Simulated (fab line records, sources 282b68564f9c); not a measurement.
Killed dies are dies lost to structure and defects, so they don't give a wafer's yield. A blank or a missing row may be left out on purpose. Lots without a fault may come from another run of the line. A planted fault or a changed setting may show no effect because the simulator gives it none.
A struck lot beside a sound one | flow rit_cmos | 16 steps out of a route of 202
Sound: wafers L104.1, L104.4, L104.6. Struck: wafers L107.3, L107.4, L107.6. The cause comes at the end.
At each step with rows: each side's tool, then ch and its chambers, then its first start. Under that, the readings that differ: sound wafers | struck wafers | difference of the means | sigmas: that difference in standard deviations of wafers without a fault.
alike: readings whose means differ by less than 2 such deviations, and words and numbers that are the same on both sides. not compared: withheld readings, readings that some wafer has no value for, bounds like >300 that may hide the same value, and numbers for which the record gives no deviation and whose values overlap.
The two part at a step that has a row with sigmas, a row that says differs or no value, or rows on one side only. Numbers that don't overlap but have no deviation are shown without sigmas and don't part them. A reading that every wafer of one side lacks parts them only if that side has two wafers or more.

first, 4 steps without rows for these wafers: RIT_ACTIVE_SOFTBAKE_07 (time 60 s); RIT_ACTIVE_EXPOSE_08 (exposes mask M1, target cd 1400 nm); RIT_ACTIVE_PEB_09; RIT_ACTIVE_DEVELOP_10 (develop time 50 s).
RIT_ACTIVE_CD_MEAS_11: target cd 1400 nm.
  sound on cd_sem-01, day 2 15:34; struck on cd_sem-01, day 3 09:17
  reading    | sound                | struck               | difference | sigmas
  cd_nm (nm) | 1402.1 1401.6 1399.8 | 1396.2 1399.2 1394.7 | -4.5       | -2
then, 1 step without rows for these wafers: RIT_ACTIVE_HARDBAKE_12 (time 60 s).
RIT_ACTIVE_ETCH_13: etches Si3N4 in SF6, stops on SiO2, time 210 s, target depth 210 nm.
  sound on rie_diel-02 ch 2,3, day 2 15:50; struck on rie_diel-02 ch 1,2, day 3 09:31
  alike: drypump_motor_current_A, oes_product_au, throttle_valve_pct
  not compared: rf_hours_counter_h
RIT_ACTIVE_STRIP_14: strips in O2, time 180 s.
  sound on plasma_asher-01 ch 0, day 2 16:02; struck on plasma_asher-03 ch 0,1, day 3 09:43
  alike: drypump_motor_current_A
  not compared: rf_hours_counter_h
RIT_ACTIVE_CD_MEAS_90: target cd 1400 nm.
  sound on cd_sem-01, day 2 16:13; struck on cd_sem-01, day 3 09:52
  reading    | sound                | struck               | difference | sigmas
  cd_nm (nm) | 1402.4 1401.4 1399.9 | 1396.5 1399.1 1394.8 | -4.4       | -2
then, 3 steps without rows for these wafers: RIT_ACTIVE_CLEAN_15 (cleans in SC1, time 600 s); RIT_ACTIVE_CLEAN_16 (cleans in dHF, time 29.33 s); RIT_ACTIVE_CLEAN_17 (cleans in SC2, time 600 s).
RIT_FOX1_OXIDATION_00: target thk 350.7 nm, ox time 1130 s.
  sound on furnace-02 ch 0, day 2 16:46; struck on furnace-02 ch 0, day 3 10:19
  reading                                     | sound             | struck               | difference | sigmas
  ox_time_s (s)                               | 1130 1130 1130    | 1638.5 1638.5 1638.5 | +508.5     |
  model.SiO2_of_FOX1_OXIDATION_00.thk_nm (nm) | 339.7 345.3 340.6 | 431.3 431 433.6      | +90.1      |
  alike: zone_power_source_pct
RIT_FOX1_THK_MEAS_01:
  sound on film_metro-03, day 2 18:05; struck on film_metro-02, day 3 11:39
  reading             | sound       | struck      | difference | sigmas
  FOX1_OXIDE_THK (nm) | 340 345 341 | 431 431 434 | +90        | +12
then, 1 step without rows for these wafers: RIT_FOX1_WET_ETCH_02 (etches SiO2 in BOE, target depth 350 nm, time 390 s).
RIT_M1_PROBE_99:
  sound on prober-02, day 4 11:40; struck on prober-01, day 5 04:05
  reading                             | sound                | struck               | difference | sigmas
  model.etest.nldd.width_nm (nm)      | 3211 3199 3192       | 3059 3064 3065       | -138       |
  model.etest.pldd.width_nm (nm)      | 3203 3187 3194       | 3062 3041 3065       | -139       |
  model.etest.nplus_sal.width_nm (nm) | 3471 3452 3460       | 3370 3357 3366       | -97        |
  model.etest.pplus_sal.width_nm (nm) | 3473 3424 3463       | 3382 3337 3360       | -94        |
  model.etest.nmos_narrow.drive_ua_um | 233.4 234.9 224.4    | 216.1 212.7 213.4    | -16.8      |
  model.etest.pmos_narrow.drive_ua_um | 101.4 102.4 98.79    | 94.89 93.44 94.59    | -6.56      |
  model.etest.field_p_metal.vt_v (V)  | -29.91 -30.38 -30.04 | -26.98 -27.33 -27.21 | +2.94      |
  alike: killed_at_M0_to_M3, killed_at_front_end, killed_dies, killed_open, killed_short
  not compared: model.etest.poly_comb_over_steps.leak_log10_a_um

WHERE THEY PART
First at RIT_ACTIVE_CD_MEAS_11; last, within this record, at RIT_FOX1_THK_MEAS_01. Later steps at which nothing parts them and some readings are alike: RIT_M1_PROBE_99.

WHY: what the simulator had put in
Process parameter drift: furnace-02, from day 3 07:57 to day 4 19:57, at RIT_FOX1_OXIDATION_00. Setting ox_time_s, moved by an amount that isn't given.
